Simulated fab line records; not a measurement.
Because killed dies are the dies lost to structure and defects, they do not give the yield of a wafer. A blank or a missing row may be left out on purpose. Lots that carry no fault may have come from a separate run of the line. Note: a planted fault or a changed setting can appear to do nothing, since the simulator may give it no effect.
2 desks, one fault	flow berkeley_cmos170	only its own numbers are on each desk; what lay behind them is given at the end

DESK OF THE TOOL OWNER: litho_track-02
The tool's own readings at UCB170_V1_PEB_10, given as means over the sampled wafers that have a number, one for each lot that went through this tool. Any lot whose mean is over 4 standard deviations away from the usual mean is out of limits and marked OUT; that distance is given in the brackets.
Columns: A = heater_power_total_W at UCB170_V1_PEB_10, usual 56.79 W; B = plate_temp_C at UCB170_V1_PEB_10, usual 130.02 C
lot	first seen here	A	B
L753	day 7 16:10	56.83	129.96
L758	day 8 20:52	60.08 (+84) OUT	135.68 (+47) OUT
L759	day 9 14:04	60.08 (+84) OUT	135.71 (+47) OUT
L771	day 11 21:51	56.74	129.83
L772	day 11 22:37	56.80	130.06
L774	day 12 02:28	56.83	130.18
L775	day 12 22:25	56.78	130.01
This desk finds L758, L759 out of limits, L758 being first, at day 8 20:52 (heater_power_total_W at UCB170_V1_PEB_10). L753, L771, L772, L774, L775: within limits.

THE METROLOGY DESK
What the gauges read, lot by lot, whatever tool the lot ran on: means of the sampled wafers that have a number. Any lot whose mean is over 4 standard deviations away from the usual mean is out of limits and marked OUT; that distance is given in the brackets.
Columns: A = cd_nm at UCB170_V1_CD_MEAS_12, usual 700.2 nm
lot	first seen here	A
L753	day 7 16:26	701.9
L752	day 7 16:43	699.7
L755	day 7 21:19	699.6
L754	day 7 21:35	702.1
L758	day 8 21:08	729.8 (+18) OUT
L759	day 9 14:20	731.7 (+20) OUT
L764	day 10 06:05	699.5
L767	day 10 23:51	701.1
L768	day 11 00:09	700.8
L770	day 11 16:23	698.4
L771	day 11 22:07	698.3
L772	day 11 22:53	699.9
L774	day 12 02:44	701.7
L775	day 12 22:41	700.8
This desk finds L758, L759 out of limits, L758 being first, at day 8 21:08 (cd_nm at UCB170_V1_CD_MEAS_12). L753, L752, L755, L754, L764, L767, L768, L770, L771, L772, L774, L775: within limits.

ALL TOGETHER
On L758, L759, at day 8 20:52, an alarm was possible from the tool owner's desk.
Metrology desk: alarm possible at day 8 21:08 on L758, L759.
UCB170_V1_PEB_10 was run on litho_track-02 by each of the lots named.

WHAT HAD BEEN PUT IN BY THE SIMULATOR
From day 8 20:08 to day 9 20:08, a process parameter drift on litho_track-02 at UCB170_V1_PEB_10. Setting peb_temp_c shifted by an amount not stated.
Shown lots that were struck: L758, L759.
Delay (hours) between the fault's onset and each desk's first out-of-limits reading: 1 at the tool owner's desk, 1 at the metrology desk.
